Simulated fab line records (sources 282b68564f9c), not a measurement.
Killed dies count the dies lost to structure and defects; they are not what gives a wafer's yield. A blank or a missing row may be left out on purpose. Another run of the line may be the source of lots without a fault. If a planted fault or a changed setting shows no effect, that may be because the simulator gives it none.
Which tool was responsible? | flow rit-cmos | 42 wafers from 14 lots sampled at 5 of the route's 202 steps

## WHAT THE GAUGES READ, wafer by wafer
RIT_PLDD_TW_MEAS_10. Usual: PLDD_TW gives 2337 (standard deviation 21).
lot  | measured    | on            | PLDD_TW        | flag
L239 | day 3 10:23 | film-metro-04 | 2324 2310 2324 |
L242 | day 3 17:37 | film-metro-03 | 2369 2355 2349 |
L243 | day 4 01:44 | film-metro-03 | 2349 2349 2357 |
L245 | day 4 06:08 | film-metro-02 | 30 30 30       | OFF
L246 | day 4 17:10 | film-metro-02 | 30 30 30       | OFF
L250 | day 5 12:34 | film-metro-04 | 2305 2304 2325 |
L253 | day 6 01:16 | film-metro-03 | 2362 2364 2368 |
L255 | day 6 12:04 | film-metro-02 | 2331 2328 2337 |
L256 | day 6 15:32 | film-metro-02 | 2332 2328 2333 |
L257 | day 6 22:35 | film-metro-03 | 2380 2372 2365 |
L258 | day 6 23:27 | film-metro-03 | 2377 2363 2362 |
L259 | day 7 01:53 | film-metro-02 | 2338 2332 2324 |
L261 | day 7 14:38 | film-metro-03 | 2361 2357 2366 |
L262 | day 7 20:40 | film-metro-04 | 2306 2308 2317 |

## WHAT TOOL EACH LOT RAN ON (gives the tool, then ch and the chambers of the sampled wafers, and finally the start)
lot  | RIT_ACTIVE_STRIP_14                 | RIT_NWELL_STRIP_09                  | RIT_GATE_STRIP_20                   | RIT_NLDD_STRIP_09
L239 | plasma-asher-03 ch 0,1, day 1 20:01 | plasma-asher-04 ch 0,1, day 2 05:49 | plasma-asher-04 ch 0,1, day 3 02:25 | plasma-asher-04 ch 0,1, day 3 08:39
L242 | plasma-asher-02 ch 0,1, day 2 08:19 | plasma-asher-04 ch 0,1, day 2 15:25 | plasma-asher-04 ch 0,1, day 3 10:42 | plasma-asher-04 ch 0,1, day 3 16:01
L243 | plasma-asher-03 ch 0,1, day 2 13:14 | plasma-asher-04 ch 0,1, day 2 19:25 | plasma-asher-04 ch 0,1, day 3 18:47 | plasma-asher-03 ch 0,1, day 3 23:56
L245 | plasma-asher-04 ch 0,1, day 2 21:50 | plasma-asher-01 ch 0,1, day 3 06:00 | plasma-asher-01 ch 0,1, day 3 23:48 | plasma-asher-03 ch 0,1, day 4 04:28
L246 | plasma-asher-03 ch 0,1, day 3 03:54 | plasma-asher-04 ch 0,1, day 3 13:14 | plasma-asher-04 ch 0,1, day 4 11:05 | plasma-asher-04 ch 0,1, day 4 15:32
L250 | plasma-asher-04 ch 1, day 3 21:59   | plasma-asher-02 ch 0,1, day 4 06:47 | plasma-asher-01 ch 0,1, day 5 02:15 | plasma-asher-01 ch 0,1, day 5 10:44
L253 | plasma-asher-03 ch 0,1, day 4 12:58 | plasma-asher-04 ch 0,1, day 4 21:53 | plasma-asher-01 ch 0,1, day 5 17:56 | plasma-asher-03 ch 1, day 5 23:31
L255 | plasma-asher-04 ch 0, day 5 01:41   | plasma-asher-02 ch 0,1, day 5 12:24 | plasma-asher-02 ch 0,1, day 6 04:17 | plasma-asher-04 ch 0,1, day 6 10:16
L256 | plasma-asher-02 ch 0,1, day 5 04:54 | plasma-asher-01 ch 0,1, day 5 13:46 | plasma-asher-01 ch 0,1, day 6 07:05 | plasma-asher-04 ch 0,1, day 6 13:55
L257 | plasma-asher-03 ch 0,1, day 5 11:58 | plasma-asher-01 ch 0,1, day 5 19:47 | plasma-asher-04 ch 0,1, day 6 15:05 | plasma-asher-03 ch 0, day 6 20:58
L258 | plasma-asher-02 ch 0,1, day 5 16:22 | plasma-asher-02 ch 0,1, day 6 00:10 | plasma-asher-01 ch 0,1, day 6 16:46 | plasma-asher-04 ch 0,1, day 6 21:44
L259 | plasma-asher-02 ch 0,1, day 5 19:17 | plasma-asher-01 ch 0,1, day 6 02:38 | plasma-asher-01 ch 0,1, day 6 18:45 | plasma-asher-03 ch 0,1, day 7 00:20
L261 | plasma-asher-03 ch 0,1, day 6 05:38 | plasma-asher-02 ch 0,1, day 6 14:20 | plasma-asher-02 ch 0,1, day 7 07:34 | plasma-asher-04 ch 0,1, day 7 12:52
L262 | plasma-asher-03 ch 0,1, day 6 13:07 | plasma-asher-04 ch 0,1, day 6 18:59 | plasma-asher-02 ch 0,1, day 7 14:23 | plasma-asher-04 ch 0,1, day 7 18:56
- RIT_ACTIVE_STRIP_14: strips in O2, time 180 s.
- RIT_NWELL_STRIP_09: strips in O2, time 180 s.
- RIT_GATE_STRIP_20: strips in O2, time 180 s.
- RIT_NLDD_STRIP_09: strips in O2, time 180 s.

## AS READ BY THE TOOLS THEMSELVES (means over the sampled wafers that have a number; for cases with no such wafer, the mark the record gives instead)
RIT_ACTIVE_STRIP_14. Usual: chamber-pressure-mTorr 4000 mTorr, standard deviation 3.9; drypump-motor-current-A 5.9 A, standard deviation 0.52.
lot  | tool            | chamber-pressure-mTorr (mTorr) | drypump-motor-current-A (A) | flag
L239 | plasma-asher-03 | 3998                           | 5.1                         |
L242 | plasma-asher-02 | 4004                           | 6.4                         |
L243 | plasma-asher-03 | 4002                           | 5.2                         |
L245 | plasma-asher-04 | 3998                           | 6.0                         |
L246 | plasma-asher-03 | 3998                           | 5.2                         |
L250 | plasma-asher-04 | 4001                           | 6.0                         |
L253 | plasma-asher-03 | 3998                           | 5.2                         |
L255 | plasma-asher-04 | 3998                           | 6.0                         |
L256 | plasma-asher-02 | 3999                           | 6.5                         |
L257 | plasma-asher-03 | 3999                           | 5.1                         |
L258 | plasma-asher-02 | 4001                           | 6.4                         |
L259 | plasma-asher-02 | 4001                           | 6.5                         |
L261 | plasma-asher-03 | 3996                           | 5.1                         |
L262 | plasma-asher-03 | 3999                           | 5.2                         |

RIT_NWELL_STRIP_09. Usual: chamber-pressure-mTorr 4000 mTorr, standard deviation 3.6; drypump-motor-current-A 6.09 A, standard deviation 0.25.
lot  | tool            | chamber-pressure-mTorr (mTorr) | drypump-motor-current-A (A) | flag
L239 | plasma-asher-04 | 3999                           | 6.00                        |
L242 | plasma-asher-04 | 3997                           | 5.98                        |
L243 | plasma-asher-04 | 3999                           | 6.01                        |
L245 | plasma-asher-01 | 3998                           | 5.81                        |
L246 | plasma-asher-04 | 4000                           | 5.98                        |
L250 | plasma-asher-02 | 3995                           | 6.39                        |
L253 | plasma-asher-04 | 4000                           | 6.02                        |
L255 | plasma-asher-02 | 4001                           | 6.42                        |
L256 | plasma-asher-01 | 4001                           | 5.86                        |
L257 | plasma-asher-01 | 4004                           | 5.79                        |
L258 | plasma-asher-02 | 3997                           | 6.41                        |
L259 | plasma-asher-01 | 4002                           | 5.86                        |
L261 | plasma-asher-02 | 4000                           | 6.41                        |
L262 | plasma-asher-04 | 4001                           | 6.01                        |

RIT_GATE_STRIP_20. Usual: chamber-pressure-mTorr 4000 mTorr, standard deviation 3.6; drypump-motor-current-A 6.02 A, standard deviation 0.2.
lot  | tool            | chamber-pressure-mTorr (mTorr) | drypump-motor-current-A (A) | flag
L239 | plasma-asher-04 | 4002                           | 5.98                        |
L242 | plasma-asher-04 | 4003                           | 6.01                        |
L243 | plasma-asher-04 | 4002                           | 6.02                        |
L245 | plasma-asher-01 | 3999                           | 5.85                        |
L246 | plasma-asher-04 | 4001                           | 6.00                        |
L250 | plasma-asher-01 | 4001                           | 5.80                        |
L253 | plasma-asher-01 | 3994                           | 5.87                        |
L255 | plasma-asher-02 | 4000                           | 6.41                        |
L256 | plasma-asher-01 | 3999                           | 5.79                        |
L257 | plasma-asher-04 | 3996                           | 6.00                        |
L258 | plasma-asher-01 | 4001                           | 5.80                        |
L259 | plasma-asher-01 | 4001                           | 5.78                        |
L261 | plasma-asher-02 | 3999                           | 6.41                        |
L262 | plasma-asher-02 | 3999                           | 6.43                        |

RIT_NLDD_STRIP_09. Usual: chamber-pressure-mTorr 4000 mTorr, standard deviation 3.8; drypump-motor-current-A 5.7 A, standard deviation 0.35.
lot  | tool            | chamber-pressure-mTorr (mTorr) | drypump-motor-current-A (A) | flag
L239 | plasma-asher-04 | 4000                           | 6.0                         |
L242 | plasma-asher-04 | 3999                           | 6.0                         |
L243 | plasma-asher-03 | 3997                           | 5.1                         |
L245 | plasma-asher-03 | -                              | -                           | OFF
L246 | plasma-asher-04 | -                              | -                           | OFF
L250 | plasma-asher-01 | 4000                           | 5.9                         |
L253 | plasma-asher-03 | 4002                           | 5.1                         |
L255 | plasma-asher-04 | 4001                           | 6.0                         |
L256 | plasma-asher-04 | 3999                           | 6.0                         |
L257 | plasma-asher-03 | 3999                           | 5.2                         |
L258 | plasma-asher-04 | 3999                           | 5.9                         |
L259 | plasma-asher-03 | 4000                           | 5.1                         |
L261 | plasma-asher-04 | 3998                           | 6.0                         |
L262 | plasma-asher-04 | 3995                           | 6.0                         |

## THE ANSWER, worked out from the rows above alone
Rule: a lot is off if the mean of its wafers that have a number lies more than 3 standard deviations from the usual mean. A lot without any number at a reading at which 4 lots or more have one is off too. Where the step has rows for the other lots, those lots are counted as sound. Order of review: gauges by route order, followed by the tools' own readings, for which a lot's mean as printed above is used. The first step at which some lot is off is used, and at that step the reading that is off furthest; a lot without a number counts as furthest.
Off: L245, L246, seen at RIT_PLDD_TW_MEAS_10 (PLDD_TW).
A tool fits if, at a process step before that reading, it ran every lot that is off, and no sound lot after the first of them. Not tried: the gauges at RIT_PLDD_TW_MEAS_10; whatever is off there is also off at RIT_NLDD_STRIP_09, on other tools, and gauge error can't account for it. Not one of the candidates tried fits.

## WHAT THE SIMULATOR HAD INSERTED
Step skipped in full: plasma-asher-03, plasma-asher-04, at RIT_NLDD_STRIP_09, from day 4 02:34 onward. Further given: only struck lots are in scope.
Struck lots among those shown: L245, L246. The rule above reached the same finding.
